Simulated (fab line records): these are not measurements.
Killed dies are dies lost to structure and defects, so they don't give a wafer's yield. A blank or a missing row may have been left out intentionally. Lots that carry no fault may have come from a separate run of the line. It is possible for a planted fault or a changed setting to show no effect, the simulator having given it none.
The tool behind it: which one? | flow ritCmos | 14 lots, 42 wafers sampled, at 3 steps of a route of 202

== WHAT EACH GAUGE READ, for each wafer ==
RIT_PLDD_TW_MEAS_10.
lot  | measured    | on           | PLDD_TW
L293 | day 3 12:18 | filmMetro-02 | 2350 2346 2344
L294 | day 3 15:58 | filmMetro-03 | 2332 2345 2330
L296 | day 3 23:13 | filmMetro-04 | 2370 2360 2376
L297 | day 4 03:46 | filmMetro-04 | 2353 2357 2363
L299 | day 4 16:23 | filmMetro-02 | 2369 2360 2360
L300 | day 4 19:44 | filmMetro-03 | 2328 2321 2328
L301 | day 5 02:07 | filmMetro-04 | 2350 2354 2350
L303 | day 5 10:34 | filmMetro-04 | 2339 2344 2349
L304 | day 5 16:46 | filmMetro-04 | 2313 2320 2313
L305 | day 5 20:59 | filmMetro-04 | 2345 2349 2349
L306 | day 5 23:52 | filmMetro-02 | 2350 2338 2338
L307 | day 6 05:12 | filmMetro-03 | 2309 2298 2300
L308 | day 6 11:29 | filmMetro-02 | 2354 2336 2354
L312 | day 7 11:11 | filmMetro-04 | 2377 2369 2362

RIT_SDANNEAL_RS_MEAS_06: a four-point-probe measurement.
lot  | measured    | on           | PLDD_RS (ohm/sq)
L293 | day 3 18:42 | filmMetro-03 | 178.9 178.3 178.3
L294 | day 3 22:12 | filmMetro-03 | 178.7 179.2 178.8
L296 | day 4 06:08 | filmMetro-03 | 178.0 177.8 178.0
L297 | day 4 10:07 | filmMetro-02 | 177.9 178.3 178.6
L299 | day 5 00:16 | filmMetro-02 | 178.6 178.2 178.5
L300 | day 5 05:03 | filmMetro-04 | 179.9 180.2 180.2
L301 | day 5 11:06 | filmMetro-03 | 178.3 178.4 178.0
L303 | day 5 17:55 | filmMetro-03 | 179.4 179.0 179.2
L304 | day 5 23:09 | filmMetro-02 | 183.3 183.7 184.2
L305 | day 6 03:30 | filmMetro-02 | 178.9 178.8 178.7
L306 | day 6 06:04 | filmMetro-02 | 178.4 178.5 178.4
L307 | day 6 11:43 | filmMetro-03 | 183.8 183.6 184.3
L308 | day 6 17:51 | filmMetro-03 | 179.3 179.0 179.4
L312 | day 7 18:32 | filmMetro-03 | 178.7 179.5 179.6

== WHAT TOOL EACH LOT RAN ON (gives the tool, then ch and the chambers of the sampled wafers, and finally the start) ==
lot  | RIT_PLDD_IMPLANT_08
L293 | implanter-04 ch 0, day 3 11:58
L294 | implanter-01 ch 0, day 3 15:39
L296 | implanter-01 ch 0, day 3 22:53
L297 | implanter-01 ch 0, day 4 03:29
L299 | implanter-03 ch 0, day 4 16:05
L300 | implanter-01 ch 0, day 4 19:25
L301 | implanter-01 ch 0, day 5 01:50
L303 | implanter-01 ch 0, day 5 10:14
L304 | implanter-01 ch 0, day 5 16:26
L305 | implanter-04 ch 0, day 5 20:39
L306 | implanter-03 ch 0, day 5 23:33
L307 | implanter-01 ch 0, day 6 04:52
L308 | implanter-03 ch 0, day 6 11:10
L312 | implanter-04 ch 0, day 7 10:53
- RIT_PLDD_IMPLANT_08

== AS READ BY THE TOOLS THEMSELVES (means over the sampled wafers that have a number; for cases with no such wafer, the mark the record gives instead) ==
The record holds no such reading with a usual standard deviation.

== THE ANSWER, worked out from the rows above alone ==
Rule: the lots themselves supply what counts as usual. Put in order of their means at a reading, lots are off if they are a third of the lots or fewer, leave a main group of 4 or more, and stand apart from it by a gap of 3 or more times the standard deviation of the main group's means; of several such gaps the widest counts. A main group whose means are all the same, to the digits that the tables above print for the reading, isn't used. A lot without any number at a reading at which 4 lots or more have one is off too. The other lots that the step has rows for count as sound. The gauges are gone through in route order, then the tools' own readings, and for those a lot's mean is taken as printed above. The first step at which some lot is off is used, and at that step the reading that is off furthest; a lot without a number counts as furthest.
Off: at RIT_SDANNEAL_RS_MEAS_06 (PLDD_RS), L304, L307. For the main group the mean is 178.8 ohm/sq and the standard deviation 0.58.
If a tool, at a process step before that reading, ran all the lots that are off and no sound lot after the first of them, it fits. Gauges at RIT_SDANNEAL_RS_MEAS_06: tried the same way as those tools. One fits: implanter-01 at RIT_PLDD_IMPLANT_08. A fault onset in the window from L303 (day 5 10:14, its last sound lot) to L304 (day 5 16:26, its first lot off) fits.

== WHAT HAD BEEN PUT IN BY THE SIMULATOR ==
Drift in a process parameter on implanter-01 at RIT_PLDD_IMPLANT_08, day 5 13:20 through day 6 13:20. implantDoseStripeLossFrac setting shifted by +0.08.
Struck lots among those shown: L304, L307. The same result came from the rule above.
